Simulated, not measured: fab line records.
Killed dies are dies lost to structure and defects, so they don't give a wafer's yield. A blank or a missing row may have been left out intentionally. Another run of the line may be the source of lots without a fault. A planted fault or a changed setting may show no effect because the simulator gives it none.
Struck lot and sound lot, side by side || flow rit_cmos || 17 steps out of a route of 202
Sound: the wafers L739.1, L739.2, L739.3. The struck wafers were L723.1, L723.3, L723.6. Last of all comes the cause.
Each step with rows lists, per side, the tool, then ch with its chambers, then its first start. Under that, the readings that differ: sound wafers || struck wafers || difference of the means || sigmas: that difference in standard deviations of wafers without a fault.
alike: a reading whose means differ by less than 2 such deviations, as well as words and numbers matching on both sides. not compared: withheld readings; readings where some wafer has no value; bounds like >300 that might hide an equal value; numbers whose values overlap and for which the record gives no deviation.
A row with sigmas, a row that says differs or no value, or rows on one side alone: a step with any of these is where the two part. Numbers that have no deviation but don't overlap get no sigmas and don't part them. A reading missing from all wafers of one side parts the sides only when that side holds two or more wafers.

first, 1 step without rows for these wafers: RIT_PRETRO_DEVELOP_05 (develop time 68 s).
RIT_PRETRO_OVL_MEAS_06:
  sound on overlay-01 at day 7 06:20; struck on overlay-02 at day 3 14:31
  alike: PRETRO_OVL
then, 2 steps without rows for these wafers: RIT_PRETRO_HARDBAKE_07 (time 120 s); RIT_PRETRO_IMPLANT_08.
RIT_PRETRO_STRIP_09: strips in O2, time 180 s.
  sound on plasma_asher-02 ch 0,1, day 7 06:46; struck on plasma_asher-03 ch 0,1, day 3 14:56
  alike: chamber_pressure_mTorr, drypump_motor_current_A
  not compared: rf_hours_counter_h
RIT_PRETRO_TW_MEAS_10:
  sound on film_metro-01 at day 7 06:56; struck on film_metro-03 at day 3 15:07
{"reading": "PRETRO_TW", "sound": "474 474 475", "struck": "485 485 481", "difference": "+9", "sigmas": "+3"}
then, 5 steps without rows for these wafers: RIT_GATE_WET_ETCH_00 (etches SiO2 in BOE, target depth 56 nm, time 60 s); RIT_GATE_CLEAN_01 (cleans in SC1, time 600 s); RIT_GATE_CLEAN_02 (cleans in dHF, time 30 s); RIT_GATE_CLEAN_03 (cleans in SC2, time 600 s); RIT_GATE_CLEAN_04 (cleans in dHF, time 60 s).
RIT_FOX2_THK_MEAS_91:
  sound on film_metro-02 at day 7 07:25; struck on film_metro-01 at day 3 15:35
  alike: FIELD_OXIDE_LEFT_2_THK
RIT_GATE_OXIDATION_05: target thk 3 nm, ox time 270 s.
  sound on furnace-01 ch 0, day 7 09:39; struck on furnace-04 ch 0, day 3 15:49
{"reading": "zone_power_load_pct (%)", "sound": "28 29 29", "struck": "20 21 20", "difference": -8, "sigmas": -2}
{"reading": "model.SiO2_of_GATE_OXIDATION_05.thk_nm (nm)", "sound": "3.083 3.094 3.072", "struck": "3.328 3.346 3.43", "difference": "+0.285", "sigmas": ""}
  alike: ox_temp_c
then, 1 step without rows for these wafers: RIT_GATE_ANNEAL_06 (time 600 s).
RIT_GATE_THK_MEAS_07:
  sound on film_metro-02 at day 7 11:15; struck on film_metro-04 at day 3 17:08
{"reading": "GATE_OXIDE_THK (nm)", "sound": "3.08 3.09 3.03", "struck": "3.36 3.39 3.37", "difference": "+0.31", "sigmas": "+5"}
then, 2 steps without rows for these wafers: RIT_GATE_CVD_08 (deposits poly-Si from SiH4, target thk 250 nm, time 2220 s); RIT_M1_PROBE_99.

## WHERE THEY PART
Earliest at RIT_PRETRO_TW_MEAS_10; latest, in this record, at RIT_GATE_THK_MEAS_07.

WHY: whatever the simulator had introduced
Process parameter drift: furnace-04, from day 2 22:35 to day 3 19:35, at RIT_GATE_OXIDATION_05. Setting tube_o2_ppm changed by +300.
